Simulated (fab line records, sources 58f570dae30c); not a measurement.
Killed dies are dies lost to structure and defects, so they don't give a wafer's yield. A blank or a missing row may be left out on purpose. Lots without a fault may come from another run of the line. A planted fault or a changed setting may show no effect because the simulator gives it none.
fab line records | flow berkeley_cmos170
record lots=15 wafers=45 last_day=13
route steps=331 shown ACTIVE@75
lots that met no fault: from a run of the same line without faults
start_h: hours from the record's first day to the start of the lot's first wafer shown | wait_h: hours since the lot's step before | " the same as in the row above | L1.1+2: a row that stands for several wafers | - no value, or no start given | * or withheld: withheld | < > ~ a bound
route shown NAME@n: a module of which the file shows steps, and the number in the route of the first | usual: mean/standard deviation of fault-free wafers | same: alike in all rows | chamber/n: place in a boat | sites: the reading at each site | _std_site: their standard deviation | _edge_site: outer sites' mean less inner sites' | radius_mm: how far each site lies from the wafer's centre | mask NAME#n: copy n | behind: the tool/chamber that last shaped the wafer | hold: why the lot was held/for how many hours/how that ended | device: the transistor (n, p or np) that didn't switch | end of line: the same wafers' tests at the end of the route | a step without rows: its recipe alone | killed: dies lost to structure and defects at the first sort, not the wafer's yield | map: a wafer's dies, x killed, . not, _ none there
set.NAME: the setting as run; set.NAME@STEP: as run at that earlier step | model.NAME: the simulator's own value behind a step, which no gauge read
steps of the route over a sample of lots; a table a step, a row a wafer
services: from which hour (start_h, from the record's first day; less than 0 if before it) a tool's chamber was out of use, for how many hours, and why
## steps
# step UCB170_ACTIVE_ETCH_15
# recipe chemistry=CH3F/Ar/O2 target=Si3N4 stop_on=SiO2 CH3F_flow_sccm=20 Ar_flow_sccm=50 O2_flow_sccm=7 pressure_mtorr=50 rf_w=450 target_depth_a=2420 over_etch_frac=0.1 time_s=151
# usual drypump_motor_current_A=5.8/0.52 oes_product_au=0.941/0.015 throttle_valve_pct=8.03/0.11
# columns lot.wafer tool chamber start_h wait_h drypump_motor_current_A oes_product_au rf_hours_counter_h throttle_valve_pct
L301.1 rie_diel-04 3 111.30 0.0 5.3 0.940 144 8.11
L301.3 " 0 " " 6.4 0.924 75 7.97
L301.4 " 2 " " 5.8 0.943 15 7.94
L303.2 rie_diel-03 2 122.44 0.0 6.2 0.927 115 7.92
L303.3 " 3 " " 5.7 0.945 16 8.13
L303.5 " 0 " " 5.5 0.935 - 7.83
L302.1 rie_diel-02 0 122.73 0.0 5.0 0.924 10 8.03
L302.3 " 1 " " 6.5 0.957 106 7.97
L302.4 " 3 " " 5.6 0.952 85 8.09
L304.3 rie_diel-03 2 137.25 0.0 6.2 0.935 116 7.91
L304.5 " 3 " " 5.7 0.943 - 8.12
L304.6 " 0 " " 5.6 0.919 - 7.82
L306.1 rie_diel-02 1 137.53 0.0 6.5 0.958 107 7.98
L306.4 " 0 " " 5.0 0.917 - 8.03
L306.5 " 3 " " 5.6 0.941 - 8.09
L305.2 rie_diel-03 1 138.25 0.0 5.9 0.941 2 8.22
L305.3 " 3 " " 5.7 0.944 17 8.12
L305.5 " 1 " " 5.9 0.944 - 8.23
L309.1 rie_diel-03 0 151.45 0.0 5.5 0.935 144 7.82
L309.3 " 3 " " 5.7 0.864 17 8.13
L309.4 " 1 " " 5.9 0.940 - 8.23
L311.4 rie_diel-03 1 152.01 0.1 5.9 0.938 - 8.23
L311.5 " 0 " " 5.5 0.936 - 7.83
L311.6 " 3 " " 5.7 0.862 - 8.10
L307.1 rie_diel-03 0 152.18 0.0 5.5 0.932 144 7.82
L307.4 " 0 " " 5.5 0.922 - 7.82
L307.6 " 3 " " 5.7 0.847 - 8.13
L318.1 rie_diel-04 2 173.03 0.0 5.8 0.915 17 7.94
L318.2 " 3 " " 5.3 0.916 146 8.14
L318.3 " 1 " " 4.8 0.949 131 8.03
L315.3 rie_diel-04 1 173.69 0.0 4.7 0.962 131 8.01
L315.4 " 0 " " 6.4 0.925 76 7.95
L315.5 " 3 " " 5.2 0.936 - 8.13
L320.2 rie_diel-04 1 188.65 0.0 4.8 0.961 131 8.00
L320.4 " 3 " " 5.2 0.940 147 8.14
L320.5 " 0 " " 6.4 0.924 - 7.94
L322.1 rie_diel-04 1 199.94 0.0 4.8 0.963 132 8.01
L322.2 " 0 " " 6.4 0.924 78 7.93
L322.5 " 1 " " 4.8 0.958 - 8.01
L321.2 rie_diel-02 1 200.18 0.0 6.5 0.949 110 7.98
L321.4 " 2 " " 6.3 0.954 9 8.06
L321.5 " 2 " " 6.3 0.965 - 8.07
L324.3 rie_diel-04 3 211.15 0.0 5.2 0.958 0 8.14
L324.4 " 0 " " 6.4 0.930 79 7.96
L324.5 " 1 " " 4.8 0.967 - 8.03
# step UCB170_ACTIVE_STRIP_16
# recipe chemistry=O2 power_w=400 pressure_mtorr=3500 platen_temp_c=withheld o2_flow_sccm=400 overash_fraction=0.5
# usual drypump_motor_current_A=5.3/0.43 oes_product_au=0.721/0.0048 strip_time_to_endpoint_s=18.07/0.074
# same overash_fraction=0.5
# columns lot.wafer tool chamber start_h wait_h drypump_motor_current_A oes_product_au rf_hours_counter_h strip_time_to_endpoint_s
L301.1 plasma_asher-02 1 111.40 0.1 5.7 0.721 26 18.07
L301.3 " 0 " " 4.8 0.725 - 18.06
L301.4 " 1 " " 5.7 0.718 - 18.01
L303.2 plasma_asher-04 1 122.54 0.1 5.3 0.726 0 18.07
L303.3 " 0 " " 6.2 0.715 - 18.05
L303.5 " 0 " " 6.2 0.722 - 18.22
L302.1 plasma_asher-02 1 122.83 0.1 5.7 0.717 28 18.03
L302.3 " 1 " " 5.7 0.724 - 18.09
L302.4 " 0 " " 4.8 0.717 - 18.04
L304.3 plasma_asher-04 0 137.39 0.1 6.2 0.722 - 18.01
L304.5 " 1 " " 5.3 0.723 - 18.01
L304.6 " 0 " " 6.2 0.721 - 18.11
L306.1 plasma_asher-01 0 137.63 0.1 5.0 0.732 39 18.14
L306.4 " 1 " " 5.3 0.720 - 18.16
L306.5 " 1 " " 5.3 0.718 - 18.17
L305.2 plasma_asher-01 0 138.35 0.1 5.0 0.720 39 18.12
L305.3 " 0 " " 5.0 0.717 - 18.10
L305.5 " 0 " " 5.0 0.718 - 18.08
L309.1 plasma_asher-02 0 151.56 0.1 4.8 0.725 29 18.22
L309.3 " 1 " " 5.7 0.719 - 17.45
L309.4 " 0 " " 4.8 0.724 - 18.24
L311.4 plasma_asher-02 0 152.10 0.0 4.8 0.719 - 18.08
L311.5 " 1 " " 5.7 0.726 - 18.09
L311.6 " 0 " " 4.8 0.715 - 17.38
L307.1 plasma_asher-01 1 152.28 0.1 5.3 0.717 40 18.16
L307.4 " 1 " " 5.3 0.726 - 18.10
L307.6 " 0 " " 5.0 0.713 - 17.44
L318.1 plasma_asher-02 0 173.13 0.1 4.8 0.715 32 17.98
L318.2 " 1 " " 5.7 0.726 32 18.12
L318.3 " 0 " " 4.8 0.724 - 17.94
L315.3 plasma_asher-02 0 173.82 0.1 4.8 0.722 - 17.94
L315.4 " 1 " " 5.7 0.725 - 18.08
L315.5 " 0 " " 4.8 0.722 - 18.05
L320.2 plasma_asher-01 1 188.75 0.1 5.3 0.719 45 17.94
L320.4 " 0 " " 5.0 0.721 - 17.99
L320.5 " 1 " " 5.3 0.718 - 18.04
L322.1 plasma_asher-02 0 200.04 0.1 4.8 0.724 36 18.07
L322.2 " 1 " " 5.7 0.716 36 18.17
L322.5 " 1 " " 5.7 0.721 - 18.13
L321.2 plasma_asher-02 1 200.28 0.1 5.7 0.719 36 18.08
L321.4 " 0 " " 4.8 0.720 - 17.94
L321.5 " 1 " " 5.7 0.711 - 17.97
L324.3 plasma_asher-02 1 211.28 0.1 5.7 0.726 - 18.15
L324.4 " 0 " " 4.8 0.718 - 18.12
L324.5 " 1 " " 5.7 0.712 - 18.00
## services
# columns tool chamber start_h hours kind
rie_diel-04 2 88.32 3.9 repair
plasma_asher-01 - 90.26 1.7 repair
rie_diel-03 1 94.69 5.9 repair
rie_diel-02 2 104.62 16.4 repair
plasma_asher-04 - 108.75 9.0 pm
plasma_asher-04 0 108.75 9.0 vent_cycle
plasma_asher-04 1 108.75 9.0 vent_cycle
plasma_asher-01 - 110.64 2.8 pm
plasma_asher-04 0 117.75 - clean
plasma_asher-04 1 117.75 - clean
rie_diel-03 1 119.03 10.4 repair
rie_diel-02 - 128.41 0.1 repair
rie_diel-04 - 132.07 28.1 pm
plasma_asher-02 - 134.48 11.5 repair
rie_diel-02 2 134.52 3.9 repair
rie_diel-03 2 141.92 14.9 repair
plasma_asher-04 - 186.58 0.7 repair
rie_diel-04 3 189.46 - clean
rie_diel-04 3 189.46 16.9 scheduled_down
rie_diel-04 3 189.46 16.9 vent_cycle
plasma_asher-04 - 195.97 0.4 repair
rie_diel-03 0 205.16 - clean
rie_diel-03 0 205.16 26.5 scheduled_down
rie_diel-03 0 205.16 26.5 vent_cycle
## key
first_sign step=UCB170_ACTIVE_ETCH_15 reading=oes_product_au direction=down sigmas=5.7 usual=0.941 struck=0.858
effect step=UCB170_ACTIVE_STRIP_16 reading=strip_time_to_endpoint_s direction=down sigmas=8.6 usual=* struck=*
met_at UCB170_ACTIVE_ETCH_15
struck_lots L307,L309,L311
struck_wafers L307.6,L309.3,L311.6
tester_left_out L307,L309,L311
onset_between 138.25 151.45
fault kind=process_parameter_drift tool=rie_diel-03 chamber=3 onset_h=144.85 steps=UCB170_ACTIVE_ETCH_15 channel=target_depth_a offset=* shape=step end_h=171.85 acts_in=* stated=*
# tester_left_out: of these lots the tester's yield and bins aren't shown, on N5 and GAA mostly nor the transistor test; their killed dies are dies lost to structure and defects alone, not to doping, threshold or leakage, so they don't give the yield
